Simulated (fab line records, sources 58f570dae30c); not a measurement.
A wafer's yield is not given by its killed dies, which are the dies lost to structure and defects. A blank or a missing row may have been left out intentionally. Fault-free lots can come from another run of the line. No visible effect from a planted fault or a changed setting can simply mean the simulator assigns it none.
The same fault as seen by 2 desks | flow berkeley_cmos170 | what lay behind the numbers comes last; until then each desk has only its own

## THE METROLOGY DESK
Means of the sampled wafers that have a number, per lot and without regard to the tool the lot ran on: this is what the gauges read. The brackets show how far a lot's mean lies from the usual mean; more than 4 standard deviations puts the lot out of limits, marked OUT.
Columns: A = cd_nm at UCB170_PLDD_CD_MEAS_06, usual 1200.2 nm; B = NLDD_OVL at UCB170_NLDD_OVL_MEAS_07, usual 2 nm
lot  | first seen here | A      | B
L102 | day 6 16:07     | 1200.1 | 1
L101 | day 6 16:24     | 1201.4 | 5
L100 | day 6 16:51     | 1200.8 | -8
L105 | day 7 05:16     | 1199.8 | 2
L104 | day 7 05:26     | 1200.5 | 5
L107 | day 7 23:07     | 1199.3 | 4
L106 | day 7 23:23     | 1199.9 | -6
L110 | day 8 16:17     | 1198.4 | 2
L112 | day 8 22:02     | 1200.0 | -5
L113 | day 9 03:47     | 1200.7 | 4
L118 | day 10 06:00    | 1201.4 | -3
L121 | day 10 18:09    | 1199.8 | -0
L122 | day 11 05:40    | 1200.1 | 11
L123 | day 11 06:11    | 1198.6 | 5
This desk's verdict: no lot among the 14 shows anything out of limits.

## DESK OF THE TOOL OWNER: implanter-03
UCB170_PLDD_IMPLANT_09, tool's own readings: per-lot mean of the sampled wafers with a number, covering each lot this tool ran. The brackets show how far a lot's mean lies from the usual mean; more than 4 standard deviations puts the lot out of limits, marked OUT.
Columns: A = end_station_pressure_torr at UCB170_PLDD_IMPLANT_09, usual 5.13e-06 Torr; B = tilt_deg at UCB170_PLDD_IMPLANT_09, usual 7.000 degrees
lot  | first seen here | A        | B
L101 | day 6 16:43     | 5.33e-06 | 6.979
L100 | day 6 17:10     | 5.32e-06 | 6.988
L104 | day 7 05:44     | 4.95e-06 | 7.013
L107 | day 7 23:25     | 5.39e-06 | 7.002
L110 | day 8 16:35     | 4.89e-06 | 6.337 (-33) OUT
L112 | day 8 22:20     | 4.98e-06 | 6.332 (-33) OUT
This desk finds L110, L112 out of limits, L110 being first, at day 8 16:35 (tilt_deg at UCB170_PLDD_IMPLANT_09). L101, L100, L104, L107: within limits.

## TAKEN TOGETHER
An alarm could have come from the tool owner's desk at day 8 16:35, on L110, L112.
Nothing out of limits was seen by the metrology desk.
The metrology desk has L110, L112 on record, within its limits.
Of the lots named, all ran UCB170_PLDD_IMPLANT_09 on implanter-03.

## WHAT THE SIMULATOR PUT IN
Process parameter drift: implanter-03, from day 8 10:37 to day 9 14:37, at UCB170_PLDD_IMPLANT_09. Setting tilt_deg, moved by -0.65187, from 7. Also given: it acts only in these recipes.
Struck lots among those shown: L110, L112.
Hours from the fault's start to each desk's first reading out of limits: the tool owner's desk, 6.
